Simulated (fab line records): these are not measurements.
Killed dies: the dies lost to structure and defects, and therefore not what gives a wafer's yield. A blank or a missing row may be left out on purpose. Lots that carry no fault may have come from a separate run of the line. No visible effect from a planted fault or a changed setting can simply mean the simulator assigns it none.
Struck lot and sound lot, side by side | flow berkeleyCmos170 | 18 out of 331 route steps
Sound: the wafers L433.2, L433.5, L433.6. Struck: wafers L441.1, L441.3, L441.5. The cause is named last.
At each step with rows: each side's tool, then ch and its chambers, then its first start. Under that, the readings that differ: sound wafers | struck wafers | difference of the means | sigmas: that difference in standard deviations of wafers without a fault.
alike: words and numbers the same on both sides, and readings whose means are apart by under 2 such deviations; not compared: readings that were withheld, readings missing a value for some wafer, numbers with overlapping values and no deviation given by the record, and bounds like >300 which may hide the same value.
The two part at a step that has a row with sigmas, a row that says differs or no value, or rows on one side only. Numbers that have no deviation but don't overlap get no sigmas and don't part them. A reading that every wafer of one side lacks parts them only if that side has two wafers or more.

UCB170_NSD_CD_MEAS_06 targets a cd of 1200 nm.
  sound on cdSem-01, day 7 19:33; struck on cdSem-01, day 9 17:35
  alike: cdNm
UCB170_NSD_OVL_MEAS_07:
  sound on overlay-02, day 7 19:40; struck on overlay-02, day 9 17:42
  alike: NSD_OVL
next, for these wafers, 1 step has no rows: UCB170_NSD_IMPLANT_08.
UCB170_NSD_STRIP_09: strips in O2.
  sound on plasmaAsher-04 ch 0,1, day 7 19:50; struck on plasmaAsher-03 ch 0,1, day 9 17:53
reading                  | sound             | struck            | difference | sigmas
stripTimeToEndpointS (s) | 35.81 35.96 35.87 | 35.70 35.65 35.75 | -0.18      | -2
  alike: drypumpMotorCurrentA, oesProductAu
  not compared: rfHoursCounterH
UCB170_NSD_TW_MEAS_10:
  sound on filmMetro-03, day 7 19:57; struck on filmMetro-03, day 9 17:59
  alike: NSD_TW
then, 4 steps without rows for these wafers: UCB170_NSD_CLEAN_11 (cleans in SPM, time 600 s); UCB170_BACKSIDE_HMDS_00 (prime time 60 s); UCB170_BACKSIDE_COAT_01 (resist thk 900 nm); UCB170_BACKSIDE_SOFTBAKE_02 (time 60 s).
UCB170_BACKSIDE_STRIP_03: strips in O2.
  sound on plasmaAsher-04 ch 0,1, day 7 20:38; struck on plasmaAsher-03 ch 0, day 9 18:55
  alike: drypumpMotorCurrentA, oesProductAu, stripTimeToEndpointS
  not compared: rfHoursCounterH
then, 1 step without rows for these wafers: UCB170_BACKSIDE_CLEAN_04 (cleans in SPM, time 600 s).
UCB170_SDANNEAL_RTA_00: time 10 s.
  sound on rtpAnneal-02 ch 0, day 7 20:56; struck on rtpAnneal-01 ch 0, day 9 19:12
  alike: lampPowerPct, wafer_temp_C_max
UCB170_SDANNEAL_RTA_01: time 5 s.
  sound on rtpAnneal-02 ch 0, day 7 20:59; struck on rtpAnneal-01 ch 0, day 9 19:16
reading          | sound          | struck         | difference | sigmas
lampPowerPct (%) | 39.4 39.3 39.3 | 35.3 35.3 35.3 | -4.0       | -3
  alike: wafer_temp_C_max
UCB170_SDANNEAL_RS_MEAS_02: measures by four-point-probe.
  sound on filmMetro-04, day 7 21:04; struck on filmMetro-04, day 9 19:19
reading         | sound          | struck         | difference | sigmas
PSD_RS (ohm/sq) | 75.8 75.5 76.0 | 84.1 84.0 84.2 | +8.3       | +27
UCB170_SDANNEAL_RS_MEAS_03: measures by four-point-probe.
  sound on filmMetro-04, day 7 21:11; struck on filmMetro-04, day 9 19:26
reading         | sound             | struck            | difference | sigmas
NSD_RS (ohm/sq) | 37.22 37.27 37.24 | 38.55 38.55 38.52 | +1.30      | +15
UCB170_SDANNEAL_RS_MEAS_04: measures by four-point-probe.
  sound on filmMetro-04, day 7 21:18; struck on filmMetro-04, day 9 19:34
reading          | sound                | struck               | difference | sigmas
PLDD_RS (ohm/sq) | 1030.8 1031.9 1029.8 | 1038.6 1042.6 1040.1 | +9.6       | +4
UCB170_SDANNEAL_RS_MEAS_05: measures by four-point-probe.
  sound on filmMetro-04, day 7 21:25; struck on filmMetro-04, day 9 19:41
  alike: NLDD_RS
UCB170_M3_PROBE_99:
  record: rows for the struck wafers here (prober-01, day 10 22:13), none for the sound ones

== WHERE THEY PART ==
First at UCB170_NSD_STRIP_09; last, within this record, at UCB170_M3_PROBE_99.

WHY: what had been put in by the simulator
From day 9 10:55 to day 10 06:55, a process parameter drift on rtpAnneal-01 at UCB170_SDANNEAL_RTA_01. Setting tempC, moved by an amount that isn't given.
